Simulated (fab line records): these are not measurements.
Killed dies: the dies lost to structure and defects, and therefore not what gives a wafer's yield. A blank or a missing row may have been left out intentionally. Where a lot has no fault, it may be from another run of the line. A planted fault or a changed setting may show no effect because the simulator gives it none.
fab line records	flow berkeley-cmos170
record: lots: 24	wafers: 72	last-day: 12
route steps=331 shown V2@308 M3@316
lots untouched by any fault: they come from a run of this same line in which no faults occurred
start-h: the number of hours between the record's first day and the start of the first shown wafer of the lot	wait-h: hours from the lot's prior step to this one	" identical to the entry in the row above	L1.1+2: a row that stands for several wafers	- no value, or no start was given	* or withheld: withheld	< > ~ a bound
route shown NAME@n: a module of which the file shows steps, and the number in the route of the first	usual: mean and standard deviation over wafers with no fault	same: alike in all rows	chamber/n: place in a boat	sites: each site's reading	_std_site: the values' standard deviation	_edge_site: mean of outer sites minus mean of inner sites	radius-mm: how far each site lies from the wafer's centre	mask NAME#n: copy n	behind: tool/chamber where the wafer was last shaped	hold: reason for holding the lot/hours on hold/outcome of the hold	device: transistor that didn't switch, given as n, p or np	end of line: tests of these same wafers at the route's end	step lacking rows: just its recipe	killed: dies lost to structure and defects at the first sort, not the wafer's yield	map: dies across one wafer; x = killed, . = not, _ = none there
set.NAME: the setting as run; set.NAME@STEP: as run at that earlier step	model.NAME: the simulator's own value behind a step, which no gauge read
route steps across a sampled set of lots; one table per step, one row per wafer
services: from which hour (start-h, from the record's first day; less than 0 if before it) a tool's chamber was out of use, for how many hours, and why
== steps ==
step: UCB170_V2_CD_MEAS_90
recipe: target-cd-nm: 700
usual: cd-nm: 700.0/1.6
lot.wafer	tool	chamber	start-h	wait-h	cd-nm
L075.2	cd-sem-02	-	197.08	0.1	700.0
L075.4	"	-	"	"	699.8
L075.5	"	-	"	"	702.2
L074.1	cd-sem-01	-	198.78	0.1	698.6
L074.2	"	-	"	"	698.2
L074.6	"	-	"	"	697.6
L077.1	cd-sem-02	-	200.53	0.1	698.4
L077.4	"	-	"	"	701.0
L077.5	"	-	"	"	700.7
L078.1	cd-sem-01	-	200.96	0.1	699.2
L078.5	"	-	"	"	700.0
L078.6	"	-	"	"	699.5
L076.3	cd-sem-02	-	204.54	0.1	697.4
L076.4	"	-	"	"	697.5
L076.5	"	-	"	"	698.6
L080.1	cd-sem-02	-	212.60	0.1	703.3
L080.2	"	-	"	"	700.3
L080.4	"	-	"	"	703.1
L079.2	cd-sem-02	-	217.54	0.1	702.7
L079.3	"	-	"	"	703.5
L079.5	"	-	"	"	701.5
L081.1	cd-sem-01	-	217.79	0.1	699.3
L081.2	"	-	"	"	699.1
L081.3	"	-	"	"	699.7
L082.1	cd-sem-01	-	233.52	0.1	700.8
L082.2	"	-	"	"	702.0
L082.4	"	-	"	"	701.8
L088.4	cd-sem-02	-	246.16	0.1	699.6
L088.5	"	-	"	"	699.5
L088.6	"	-	"	"	700.5
L084.2	cd-sem-01	-	251.49	0.1	699.0
L084.4	"	-	"	"	698.0
L084.5	"	-	"	"	698.7
L086.1	cd-sem-02	-	252.47	0.1	698.6
L086.4	"	-	"	"	698.6
L086.5	"	-	"	"	698.1
L087.1	cd-sem-02	-	252.74	0.1	699.7
L087.3	"	-	"	"	699.7
L087.6	"	-	"	"	699.8
L083.3	cd-sem-02	-	253.61	0.1	702.8
L083.4	"	-	"	"	702.1
L083.5	"	-	"	"	698.8
L085.2	cd-sem-01	-	254.14	0.1	699.1
L085.5	"	-	"	"	699.7
L085.6	"	-	"	"	699.5
L094.2	cd-sem-01	-	263.91	0.1	701.7
L094.5	"	-	"	"	701.4
L094.6	"	-	"	"	702.3
L092.1	cd-sem-02	-	267.04	0.1	701.1
L092.2	"	-	"	"	701.5
L092.5	"	-	"	"	700.6
L093.2	cd-sem-01	-	271.70	0.1	700.9
L093.3	"	-	"	"	700.6
L093.4	"	-	"	"	701.3
L089.2	cd-sem-02	-	272.38	0.1	698.9
L089.5	"	-	"	"	700.2
L089.6	"	-	"	"	699.7
L091.1	cd-sem-01	-	275.83	0.1	701.0
L091.2	"	-	"	"	700.5
L091.5	"	-	"	"	700.7
L090.1	cd-sem-01	-	277.42	0.1	700.6
L090.2	"	-	"	"	698.5
L090.3	"	-	"	"	701.7
L095.1	cd-sem-02	-	282.69	0.1	699.7
L095.4	"	-	"	"	699.4
L095.5	"	-	"	"	697.9
L096.2	cd-sem-01	-	288.06	0.1	698.0
L096.4	"	-	"	"	698.7
L096.5	"	-	"	"	699.6
L097.2	cd-sem-02	-	289.40	0.1	697.3
L097.3	"	-	"	"	696.3
L097.5	"	-	"	"	698.8
step: UCB170_M3_STRIP_07
recipe: chemistry: O2	power-w: 400	pressure-mtorr: 3500	platen-temp-c: withheld	o2-flow-sccm: 400	overash-fraction: 0.5
usual: drypump-motor-current-A: 5.9/0.62	oes-product-au: 0.735/0.0041	strip-time-to-endpoint-s: 21.99/0.075
lot.wafer	tool	chamber	start-h	wait-h	drypump-motor-current-A	oes-product-au	rf-hours-counter-h	strip-time-to-endpoint-s
L075.2	plasma-asher-03	0	198.28	0.1	5.4	0.739	40	21.97
L075.4	"	0	"	"	5.4	0.733	-	22.00
L075.5	"	1	"	"	6.6	0.731	-	22.11
L074.1	plasma-asher-03	0	199.68	0.1	5.4	0.743	41	21.93
L074.2	"	1	"	"	6.5	0.741	41	21.93
L074.6	"	0	"	"	5.4	0.739	-	21.90
L077.1	plasma-asher-04	0	201.72	0.1	5.1	0.736	10	21.97
L077.4	"	0	"	"	5.1	0.730	-	21.97
L077.5	"	0	"	"	5.1	0.739	-	21.88
L078.1	plasma-asher-04	1	202.17	0.1	6.7	0.735	10	22.00
L078.5	"	1	"	"	6.7	0.737	-	21.98
L078.6	"	0	"	"	5.1	0.735	-	22.06
L076.3	plasma-asher-04	0	205.44	0.1	5.1	0.738	-	21.88
L076.4	"	1	"	"	6.7	0.728	-	21.84
L076.5	"	1	"	"	6.7	0.740	-	21.90
L080.1	plasma-asher-01	1	213.65	0.1	5.5	0.731	47	22.00
L080.2	"	0	"	"	5.5	0.739	47	21.98
L080.4	"	0	"	"	5.5	0.737	-	21.98
L079.2	plasma-asher-03	1	218.44	0.1	6.6	0.734	43	21.97
L079.3	"	0	"	"	5.4	0.733	-	21.94
L079.5	"	0	"	"	5.4	0.733	-	21.97
L081.1	plasma-asher-01	1	218.69	0.1	5.5	0.732	48	22.03
L081.2	"	0	"	"	5.6	0.738	48	21.97
L081.3	"	0	"	"	5.5	0.733	-	22.01
L082.1	plasma-asher-03	1	234.42	0.1	6.5	0.729	44	21.83
L082.2	"	0	"	"	5.4	0.731	44	21.92
L082.4	"	1	"	"	6.6	0.733	-	21.93
L088.4	plasma-asher-04	0	247.60	0.1	5.1	0.736	-	21.92
L088.5	"	1	"	"	6.7	0.736	-	22.03
L088.6	"	0	"	"	5.1	0.735	-	21.98
L084.2	plasma-asher-03	1	252.75	0.1	6.6	0.738	47	21.98
L084.4	"	1	"	"	6.6	0.742	-	22.09
L084.5	"	0	"	"	5.4	0.731	-	22.00
L086.1	plasma-asher-03	0	253.65	0.1	5.4	0.734	47	21.87
L086.4	"	0	"	"	5.4	0.738	-	21.93
L086.5	"	1	"	"	6.6	0.729	-	21.97
L087.1	plasma-asher-03	1	254.13	0.1	6.5	0.729	47	22.02
L087.3	"	1	"	"	6.6	0.736	-	22.06
L087.6	"	0	"	"	5.4	0.733	-	22.06
L083.3	plasma-asher-03	0	254.78	0.1	5.4	0.745	-	22.01
L083.4	"	1	"	"	6.6	0.742	-	22.05
L083.5	"	0	"	"	5.4	0.729	-	22.10
L085.2	plasma-asher-01	1	255.13	0.1	5.5	0.738	52	22.03
L085.5	"	0	"	"	5.5	0.734	-	22.00
L085.6	"	1	"	"	5.5	0.734	-	22.08
L094.2	plasma-asher-01	0	264.79	0.1	5.6	0.733	54	21.91
L094.5	"	1	"	"	5.5	0.731	-	21.96
L094.6	"	0	"	"	5.5	0.739	-	21.94
L092.1	plasma-asher-03	0	268.24	0.1	5.4	0.735	49	21.94
L092.2	"	1	"	"	6.6	0.725	49	22.06
L092.5	"	0	"	"	5.4	0.738	-	22.05
L093.2	plasma-asher-04	1	272.89	0.1	6.7	0.735	19	21.98
L093.3	"	1	"	"	6.7	0.733	-	21.93
L093.4	"	0	"	"	5.1	0.732	-	21.95
L089.2	plasma-asher-03	1	273.79	0.1	6.5	0.738	50	22.00
L089.5	"	0	"	"	5.4	0.735	-	21.94
L089.6	"	1	"	"	6.5	0.729	-	21.97
L091.1	plasma-asher-04	0	277.42	0.1	5.1	0.728	20	21.94
L091.2	"	1	"	"	6.7	0.731	20	21.99
L091.5	"	0	"	"	5.1	0.728	-	22.00
L090.1	plasma-asher-03	0	278.32	0.1	5.4	0.741	50	22.14
L090.2	"	1	"	"	6.5	0.729	50	22.19
L090.3	"	0	"	"	5.4	0.730	-	22.18
L095.1	plasma-asher-03	1	283.62	0.1	6.5	0.742	51	22.00
L095.4	"	0	"	"	5.4	0.730	-	22.02
L095.5	"	1	"	"	6.5	0.731	-	22.03
L096.2	plasma-asher-03	1	288.94	0.1	6.6	0.735	51	22.10
L096.4	"	1	"	"	6.6	0.728	-	22.09
L096.5	"	0	"	"	5.4	0.735	-	22.12
L097.2	plasma-asher-01	1	290.57	0.1	5.5	0.737	57	21.96
L097.3	"	0	"	"	5.6	0.727	-	21.97
L097.5	"	0	"	"	5.6	0.732	-	21.94
step: UCB170_M3_CD_MEAS_15
recipe: target-cd-nm: 700
usual: cd-nm: 700.7/1.3
lot.wafer	tool	chamber	start-h	wait-h	cd-nm
L075.2	cd-sem-01	-	201.26	-	701.0
L075.4	"	-	"	"	700.2
L075.5	"	-	"	"	700.4
L074.1	cd-sem-01	-	201.84	-	698.5
L074.2	"	-	"	"	700.5
L074.6	"	-	"	"	699.8
L077.1	cd-sem-02	-	203.62	-	698.4
L077.4	"	-	"	"	700.8
L077.5	"	-	"	"	699.7
L078.1	cd-sem-01	-	203.89	-	699.6
L078.5	"	-	"	"	700.5
L078.6	"	-	"	"	701.3
L076.3	cd-sem-02	-	206.65	-	697.3
L076.4	"	-	"	"	697.9
L076.5	"	-	"	"	697.2
L080.1	cd-sem-01	-	215.31	-	700.8
L080.2	"	-	"	"	699.8
L080.4	"	-	"	"	701.0
L079.2	cd-sem-02	-	220.75	-	703.1
L079.3	"	-	"	"	702.5
L079.5	"	-	"	"	702.9
L081.1	cd-sem-01	-	221.01	-	701.2
L081.2	"	-	"	"	701.6
L081.3	"	-	"	"	702.7
L082.1	cd-sem-02	-	236.29	-	700.9
L082.2	"	-	"	"	701.3
L082.4	"	-	"	"	700.0
L088.4	cd-sem-01	-	248.96	-	701.5
L088.5	"	-	"	"	702.1
L088.6	"	-	"	"	700.7
L084.2	cd-sem-01	-	254.70	-	699.3
L084.4	"	-	"	"	699.0
L084.5	"	-	"	"	699.1
L086.1	cd-sem-01	-	255.41	-	702.0
L086.4	"	-	"	"	700.4
L086.5	"	-	"	"	701.7
L087.1	cd-sem-01	-	255.68	-	699.0
L087.3	"	-	"	"	699.3
L087.6	"	-	"	"	698.8
L083.3	cd-sem-01	-	256.90	-	701.0
L083.4	"	-	"	"	702.8
L083.5	"	-	"	"	702.7
L085.2	cd-sem-02	-	257.29	-	702.0
L085.5	"	-	"	"	701.3
L085.6	"	-	"	"	702.2
L094.2	cd-sem-01	-	266.35	-	701.1
L094.5	"	-	"	"	701.6
L094.6	"	-	"	"	701.2
L092.1	cd-sem-02	-	270.91	-	701.7
L092.2	"	-	"	"	700.3
L092.5	"	-	"	"	702.0
L093.2	cd-sem-02	-	275.09	-	700.4
L093.3	"	-	"	"	700.5
L093.4	"	-	"	"	699.9
L089.2	cd-sem-01	-	275.16	-	700.3
L089.5	"	-	"	"	699.3
L089.6	"	-	"	"	699.4
L091.1	cd-sem-01	-	278.54	-	699.6
L091.2	"	-	"	"	701.1
L091.5	"	-	"	"	699.0
L090.1	cd-sem-02	-	279.47	-	701.0
L090.2	"	-	"	"	700.8
L090.3	"	-	"	"	700.3
L095.1	cd-sem-02	-	285.35	-	701.3
L095.4	"	-	"	"	701.7
L095.5	"	-	"	"	702.9
L096.2	cd-sem-01	-	290.25	-	701.0
L096.4	"	-	"	"	701.8
L096.5	"	-	"	"	701.5
L097.2	cd-sem-01	-	292.11	-	700.2
L097.3	"	-	"	"	702.0
L097.5	"	-	"	"	702.0
step: UCB170_M3_OVL_MEAS_16
usual: M3_OVL: 2/6.1
lot.wafer	tool	chamber	start-h	wait-h	M3_OVL[nm]
L075.2	overlay-02	-	201.37	0.1	1
L075.4	"	-	"	"	4
L075.5	"	-	"	"	-11
L074.1	overlay-01	-	201.96	0.1	0
L074.2	"	-	"	"	4
L074.6	"	-	"	"	-2
L077.1	overlay-02	-	203.74	0.1	2
L077.4	"	-	"	"	5
L077.5	"	-	"	"	9
L078.1	overlay-02	-	204.01	0.1	-8
L078.5	"	-	"	"	6
L078.6	"	-	"	"	0
L076.3	overlay-02	-	206.74	0.1	3
L076.4	"	-	"	"	3
L076.5	"	-	"	"	2
L080.1	overlay-01	-	215.43	0.1	-2
L080.2	"	-	"	"	1
L080.4	"	-	"	"	0
L079.2	overlay-01	-	220.86	0.1	-5
L079.3	"	-	"	"	3
L079.5	"	-	"	"	4
L081.1	overlay-01	-	221.13	0.1	1
L081.2	"	-	"	"	7
L081.3	"	-	"	"	-1
L082.1	overlay-01	-	236.41	0.1	-8
L082.2	"	-	"	"	8
L082.4	"	-	"	"	10
L088.4	overlay-01	-	249.04	0.1	6
L088.5	"	-	"	"	-1
L088.6	"	-	"	"	9
L084.2	overlay-01	-	254.81	0.1	6
L084.4	"	-	"	"	-1
L084.5	"	-	"	"	11
L086.1	overlay-01	-	255.53	0.1	6
L086.4	"	-	"	"	1
L086.5	"	-	"	"	-4
L087.1	overlay-01	-	255.80	0.1	-11
L087.3	"	-	"	"	-5
L087.6	"	-	"	"	5
L083.3	overlay-01	-	256.99	0.1	-8
L083.4	"	-	"	"	4
L083.5	"	-	"	"	-4
L085.2	overlay-02	-	257.40	0.1	6
L085.5	"	-	"	"	12
L085.6	"	-	"	"	3
L094.2	overlay-02	-	266.46	0.1	13
L094.5	"	-	"	"	17
L094.6	"	-	"	"	12
L092.1	overlay-01	-	271.03	0.1	5
L092.2	"	-	"	"	-5
L092.5	"	-	"	"	11
L093.2	overlay-01	-	275.19	0.1	-1
L093.3	"	-	"	"	3
L093.4	"	-	"	"	9
L089.2	overlay-01	-	275.26	0.1	-2
L089.5	"	-	"	"	5
L089.6	"	-	"	"	-7
L091.1	overlay-02	-	278.66	0.1	-5
L091.2	"	-	"	"	-1
L091.5	"	-	"	"	-4
L090.1	overlay-02	-	279.59	0.1	7
L090.2	"	-	"	"	-8
L090.3	"	-	"	"	3
L095.1	overlay-01	-	285.47	0.1	10
L095.4	"	-	"	"	-5
L095.5	"	-	"	"	3
L096.2	overlay-01	-	290.36	0.1	-4
L096.4	"	-	"	"	-1
L096.5	"	-	"	"	-3
L097.2	overlay-01	-	292.22	0.1	3
L097.3	"	-	"	"	-2
L097.5	"	-	"	"	6
step: UCB170_M3_METAL_ETCH_18
recipe: chemistry: Cl2/BCl3	target: Al	stop-on: SiO2	pressure-mtorr: 12	target-depth-a: 11700	over-etch-frac: 0.3	time-s: 195	icp-w: 600	bias-w: 120	Cl2_flow_sccm: 90	bcl3-flow-sccm: 45
usual: drypump-motor-current-A: 5.7/0.34	oes-product-au: 0.869/0.012	throttle-valve-pct: 24.38/0.16
lot.wafer	tool	chamber	start-h	wait-h	drypump-motor-current-A	oes-product-au	rf-hours-counter-h	throttle-valve-pct
L075.2	rie-metal-04	1	201.44	-	5.8	0.868	0.9	24.65
L075.4	"	1	"	"	5.8	0.864	-	24.64
L075.5	"	0	"	"	6.3	0.881	-	24.28
L074.1	rie-metal-02	0	202.04	-	5.4	0.858	2.3	24.39
L074.2	"	1	"	"	5.7	0.875	0.2	24.14
L074.6	"	0	"	"	5.4	0.873	-	24.38
L077.1	rie-metal-02	0	203.82	-	5.4	0.889	2.5	24.37
L077.4	"	1	"	"	5.7	0.870	-	24.15
L077.5	"	1	"	"	5.7	0.867	-	24.13
L078.1	rie-metal-03	0	204.09	-	5.3	0.842	4.5	24.48
L078.5	"	0	"	"	5.4	0.854	-	24.48
L078.6	"	1	"	"	5.6	0.867	-	24.44
L076.3	rie-metal-02	0	206.87	-	5.3	0.871	-	24.39
L076.4	"	1	"	"	5.8	0.869	-	24.16
L076.5	"	0	"	"	5.4	0.873	-	24.37
L080.1	rie-metal-04	1	215.51	-	5.8	0.863	1.5	24.62
L080.2	"	0	"	"	6.3	0.888	6.1	24.29
L080.4	"	1	"	"	5.8	0.870	-	24.63
L079.2	rie-metal-03	1	220.93	-	5.6	0.861	9.3	24.41
L079.3	"	1	"	"	5.6	0.858	-	24.43
L079.5	"	0	"	"	5.4	0.851	-	24.47
L081.1	rie-metal-02	1	221.20	-	5.7	0.874	1.0	24.16
L081.2	"	0	"	"	5.4	0.878	3.1	24.38
L081.3	"	0	"	"	5.4	0.862	-	24.37
L082.1	rie-metal-02	0	236.48	-	5.4	0.867	3.3	24.38
L082.2	"	1	"	"	5.8	0.869	1.2	24.15
L082.4	"	1	"	"	5.7	0.854	-	24.16
L088.4	rie-metal-04	1	249.16	-	5.8	0.873	-	24.63
L088.5	"	1	"	"	5.8	0.869	-	24.63
L088.6	"	0	"	"	6.3	0.886	-	24.27
L084.2	rie-metal-04	1	254.88	-	5.8	0.876	2.2	24.63
L084.4	"	1	"	"	5.8	0.860	-	24.63
L084.5	"	1	"	"	5.8	0.867	-	24.64
L086.1	rie-metal-02	1	255.61	-	5.7	0.867	2.1	24.14
L086.4	"	1	"	"	5.8	0.869	-	24.15
L086.5	"	1	"	"	5.7	0.873	-	24.14
L087.1	rie-metal-03	1	255.88	-	5.6	0.857	10.4	24.44
L087.3	"	0	"	"	5.3	0.845	-	24.47
L087.6	"	1	"	"	5.6	0.850	-	24.44
L083.3	rie-metal-04	1	257.12	-	5.8	0.853	-	24.63
L083.4	"	0	"	"	6.3	0.877	-	24.28
L083.5	"	0	"	"	6.3	0.885	-	24.28
L085.2	rie-metal-02	0	257.47	-	5.4	0.876	4.3	24.40
L085.5	"	1	"	"	5.7	0.870	-	24.17
L085.6	"	0	"	"	5.3	0.876	-	24.39
L094.2	rie-metal-02	1	266.53	-	5.7	0.885	2.5	24.14
L094.5	"	1	"	"	5.7	0.880	-	24.15
L094.6	"	0	"	"	5.4	0.875	-	24.38
L092.1	rie-metal-04	0	271.11	-	6.3	0.887	7.5	24.28
L092.2	"	1	"	"	5.8	0.862	2.9	24.63
L092.5	"	0	"	"	6.3	0.886	-	24.29
L093.2	rie-metal-04	1	275.27	-	5.8	0.864	3.1	24.64
L093.3	"	0	"	"	6.3	0.884	-	24.30
L093.4	"	1	"	"	5.8	0.858	-	24.63
L089.2	rie-metal-02	0	275.33	-	5.4	0.878	4.9	24.38
L089.5	"	1	"	"	5.7	0.869	-	24.14
L089.6	"	0	"	"	5.4	0.872	-	24.36
L091.1	rie-metal-04	0	278.73	-	6.4	0.866	7.9	24.28
L091.2	"	1	"	"	5.8	0.864	3.3	24.66
L091.5	"	0	"	"	6.3	0.862	-	24.29
L090.1	rie-metal-02	0	279.67	-	5.4	0.876	5.1	24.38
L090.2	"	1	"	"	5.7	0.874	3.1	24.15
L090.3	"	0	"	"	5.4	0.884	-	24.38
L095.1	rie-metal-03	1	285.55	-	5.6	0.858	11.6	24.42
L095.4	"	0	"	"	5.3	0.834	-	24.49
L095.5	"	0	"	"	5.3	0.852	-	24.47
L096.2	rie-metal-04	1	290.43	-	5.7	0.877	3.7	24.62
L096.4	"	0	"	"	6.4	0.885	-	24.31
L096.5	"	1	"	"	5.8	0.866	-	24.62
L097.2	rie-metal-03	1	292.29	-	5.6	0.870	11.8	24.43
L097.3	"	1	"	"	5.6	0.867	-	24.43
L097.5	"	0	"	"	5.3	0.845	-	24.49
step: UCB170_M3_BOW_MEAS_20
recipe: mode: bow
usual: M3_BOW: 35/6.8
lot.wafer	tool	chamber	start-h	wait-h	M3_BOW[um]
L075.2	film-metro-02	-	201.87	0.1	32
L075.4	"	-	"	"	25
L075.5	"	-	"	"	29
L074.1	film-metro-03	-	202.44	0.1	38
L074.2	"	-	"	"	30
L074.6	"	-	"	"	42
L077.1	film-metro-03	-	204.22	0.1	41
L077.4	"	-	"	"	29
L077.5	"	-	"	"	51
L078.1	film-metro-01	-	204.50	0.1	37
L078.5	"	-	"	"	40
L078.6	"	-	"	"	40
L076.3	film-metro-03	-	207.25	0.1	29
L076.4	"	-	"	"	36
L076.5	"	-	"	"	34
L080.1	film-metro-01	-	215.91	0.1	48
L080.2	"	-	"	"	39
L080.4	"	-	"	"	31
L079.2	film-metro-03	-	221.44	0.1	34
L079.3	"	-	"	"	31
L079.5	"	-	"	"	33
L081.1	film-metro-01	-	221.64	0.1	40
L081.2	"	-	"	"	33
L081.3	"	-	"	"	25
L082.1	film-metro-02	-	236.89	0.1	40
L082.2	"	-	"	"	43
L082.4	"	-	"	"	41
L088.4	film-metro-02	-	249.56	0.1	40
L088.5	"	-	"	"	39
L088.6	"	-	"	"	32
L084.2	film-metro-03	-	255.39	0.2	39
L084.4	"	-	"	"	32
L084.5	"	-	"	"	28
L086.1	film-metro-02	-	256.01	0.1	34
L086.4	"	-	"	"	29
L086.5	"	-	"	"	22
L087.1	film-metro-02	-	256.29	0.1	29
L087.3	"	-	"	"	39
L087.6	"	-	"	"	43
L083.3	film-metro-02	-	257.55	0.1	30
L083.4	"	-	"	"	35
L083.5	"	-	"	"	43
L085.2	film-metro-03	-	257.92	0.1	35
L085.5	"	-	"	"	42
L085.6	"	-	"	"	26
L094.2	film-metro-01	-	266.96	0.1	32
L094.5	"	-	"	"	37
L094.6	"	-	"	"	31
L092.1	film-metro-01	-	271.52	0.1	28
L092.2	"	-	"	"	37
L092.5	"	-	"	"	30
L093.2	film-metro-01	-	275.69	0.1	33
L093.3	"	-	"	"	34
L093.4	"	-	"	"	29
L089.2	film-metro-02	-	275.76	0.1	36
L089.5	"	-	"	"	27
L089.6	"	-	"	"	39
L091.1	film-metro-01	-	279.14	0.1	31
L091.2	"	-	"	"	44
L091.5	"	-	"	"	39
L090.1	film-metro-01	-	280.07	0.1	35
L090.2	"	-	"	"	35
L090.3	"	-	"	"	36
L095.1	film-metro-02	-	285.96	0.1	36
L095.4	"	-	"	"	38
L095.5	"	-	"	"	38
L096.2	film-metro-01	-	290.86	0.1	23
L096.4	"	-	"	"	34
L096.5	"	-	"	"	29
L097.2	film-metro-03	-	292.72	0.1	49
L097.3	"	-	"	"	30
L097.5	"	-	"	"	37
== services ==
tool	chamber	start-h	hours	kind
rie-metal-02	-	224.40	0.6	repair
== key ==
fault none
